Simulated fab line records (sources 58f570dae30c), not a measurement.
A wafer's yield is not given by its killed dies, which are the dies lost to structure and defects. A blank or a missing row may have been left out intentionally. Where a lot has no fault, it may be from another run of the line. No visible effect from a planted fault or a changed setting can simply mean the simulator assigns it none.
2 desks, one fault / flow berkeley cmos170 / each desk holds nothing but its own numbers, with what lay behind them at the end

## THE METROLOGY DESK
Means of the sampled wafers that have a number, per lot and without regard to the tool the lot ran on: this is what the gauges read. Any lot whose mean is over 4 standard deviations away from the usual mean is out of limits and marked OUT; that distance is given in the brackets.
Columns: A = cd nm at UCB170_NSD_CD_MEAS_06, usual 1199.9 nm
lot=L619; first seen here=day 7 01:42; A=1200.0
lot=L621; first seen here=day 7 12:27; A=1199.3
lot=L620; first seen here=day 7 12:43; A=1200.7
lot=L622; first seen here=day 7 12:51; A=1199.4
lot=L625; first seen here=day 8 02:19; A=1210.2 (+9.4) OUT
lot=L629; first seen here=day 9 01:17; A=1210.6 (+9.8) OUT
lot=L633; first seen here=day 10 03:34; A=1199.9
lot=L635; first seen here=day 10 03:47; A=1199.3
lot=L637; first seen here=day 10 13:14; A=1200.1
lot=L638; first seen here=day 10 14:23; A=1198.9
lot=L636; first seen here=day 10 14:26; A=1199.9
lot=L639; first seen here=day 11 04:16; A=1202.0
lot=L641; first seen here=day 11 14:14; A=1199.5
lot=L642; first seen here=day 11 19:32; A=1199.4
This desk finds L625, L629 out of limits, L625 being first, at day 8 02:19 (cd nm at UCB170_NSD_CD_MEAS_06). L619, L621, L620, L622, L633, L635, L637, L638, L636, L639, L641, L642 stayed within limits.

## FOR THE TOOL OWNER'S DESK: litho track-02
Per lot that ran on this tool, the mean of the sampled wafers carrying a number, from the tool's own readings at UCB170_NSD_SOFTBAKE_02 (time 60 s). Any lot whose mean is over 4 standard deviations away from the usual mean is out of limits and marked OUT; that distance is given in the brackets.
Columns: A = chill plate temp C at UCB170_NSD_SOFTBAKE_02, usual 23.00 C; B = heater power total W at UCB170_NSD_SOFTBAKE_02, usual 56.80 W; C = plate temp C at UCB170_NSD_SOFTBAKE_02, usual 130.02 C
lot=L620; first seen here=day 7 11:36; A=22.94; B=56.81; C=130.00
lot=L625; first seen here=day 8 01:37; A=23.02; B=58.92 (+48) OUT; C=133.93 (+33) OUT
lot=L629; first seen here=day 9 00:44; A=23.14; B=58.88 (+47) OUT; C=133.77 (+31) OUT
lot=L641; first seen here=day 11 13:32; A=22.90; B=56.86; C=130.02
This desk finds L625, L629 out of limits, L625 being first, at day 8 01:37 (heater power total W at UCB170_NSD_SOFTBAKE_02). L620, L641 stayed within limits.

## BROUGHT TOGETHER
The tool owner's desk had the chance to raise an alarm at day 8 01:37 on L625, L629.
Metrology desk: alarm possible at day 8 02:19 on L625, L629.
On litho track-02, each named lot ran UCB170_NSD_SOFTBAKE_02.

## WHAT WAS PUT IN BY THE SIMULATOR
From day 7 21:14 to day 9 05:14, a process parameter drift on litho track-02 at UCB170_NSD_SOFTBAKE_02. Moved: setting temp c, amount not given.
Shown lots that were struck: L625, L629.
Hours from the fault's start to each desk's first reading out of limits: the tool owner's desk, 4; the metrology desk, 5.
